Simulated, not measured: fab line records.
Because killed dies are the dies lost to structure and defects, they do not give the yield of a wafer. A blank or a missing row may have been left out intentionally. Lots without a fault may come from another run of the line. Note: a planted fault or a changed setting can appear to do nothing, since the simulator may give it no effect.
One fault through the eyes of 2 desks :: flow berkeley_cmos170 :: what lay behind the numbers comes last; until then each desk has only its own

## AT THE TOOL OWNER'S DESK: implanter-03
The tool's own readings at UCB170_NWELL_IMPLANT_14: means of the sampled wafers that have a number, for each lot that ran on this tool. Marked OUT: a lot whose mean sits more than 4 standard deviations from the usual mean, which makes it out of limits; the brackets give that distance.
Columns: A = dose_ions_cm2 at UCB170_NWELL_IMPLANT_14, usual 1.0001e+13; B = faraday_current_uA at UCB170_NWELL_IMPLANT_14, usual 31.7; C = tilt_deg at UCB170_NWELL_IMPLANT_14, usual 7.000 degrees
lot: L993
first seen here: day 2 21:18
A: 9.9987e+12
B: 31.9
C: 6.998

lot: L996
first seen here: day 3 15:39
A: 1.0012e+13
B: 32.0
C: 6.986

lot: L100
first seen here: day 4 13:28
A: 1.4213e+13 (+99 or more) OUT
B: 45.6 (+21) OUT
C: 7.014

lot: L102
first seen here: day 4 21:59
A: 1.4186e+13 (+99 or more) OUT
B: 45.5 (+21) OUT
C: 6.994
This desk finds L100, L102 out of limits, L100 being first, at day 4 13:28 (dose_ions_cm2 at UCB170_NWELL_IMPLANT_14). L993, L996: within limits.

## AT THE METROLOGY DESK
Lot by lot, what the gauges showed, no matter which tool ran the lot: averages of those sampled wafers that carry a number. Marked OUT: a lot whose mean sits more than 4 standard deviations from the usual mean, which makes it out of limits; the brackets give that distance.
Columns: A = NWELL_TW at UCB170_NWELL_TW_MEAS_16, usual 1234; B = M3_BOW at UCB170_M3_BOW_MEAS_20, usual 36 um
lot: L991
first seen here: day 2 11:49
A: 1235
B: 41

lot: L993
first seen here: day 2 21:33
A: 1237
B: 41

lot: L994
first seen here: day 3 03:33
A: 1222
B: 37

lot: L995
first seen here: day 3 08:35
A: 1245
B: 36

lot: L996
first seen here: day 3 15:53
A: 1239
B: 38

lot: L100
first seen here: day 4 13:41
A: 1371 (+12) OUT
B: 36

lot: L102
first seen here: day 4 22:17
A: 1397 (+15) OUT
B: 28

lot: L106
first seen here: day 5 14:53
A: 1259
B: 34

lot: L108
first seen here: day 6 05:37
A: 1230
B: 28

lot: L109
first seen here: day 6 05:44
A: 1232
B: 40

lot: L110
first seen here: day 6 10:08
A: 1259
B: 36

lot: L111
first seen here: day 6 18:30
A: 1238
B: 35

lot: L112
first seen here: day 6 18:43
A: 1230
B: 34

lot: L113
first seen here: day 7 04:55
A: 1239
B: 34
Finding of this desk: L100, L102 out of limits, first seen on L100 at day 4 13:41 (NWELL_TW at UCB170_NWELL_TW_MEAS_16). L991, L993, L994, L995, L996, L106, L108, L109, L110, L111, L112, L113: within limits.

## BROUGHT TOGETHER
At day 4 13:28, on L100, L102, the tool owner's desk was in a position to raise an alarm.
L100, L102 would have let the metrology desk raise an alarm at day 4 13:41.
Every lot named ran UCB170_NWELL_IMPLANT_14 on implanter-03.

## WHAT HAD BEEN PUT IN BY THE SIMULATOR
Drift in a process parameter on implanter-03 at UCB170_NWELL_IMPLANT_14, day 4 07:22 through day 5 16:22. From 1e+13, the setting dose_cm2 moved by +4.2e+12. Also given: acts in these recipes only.
Lots struck among those shown: L100, L102.
Fault start to first reading out of limits, in hours, per desk: tool owner, 6; metrology, 6.
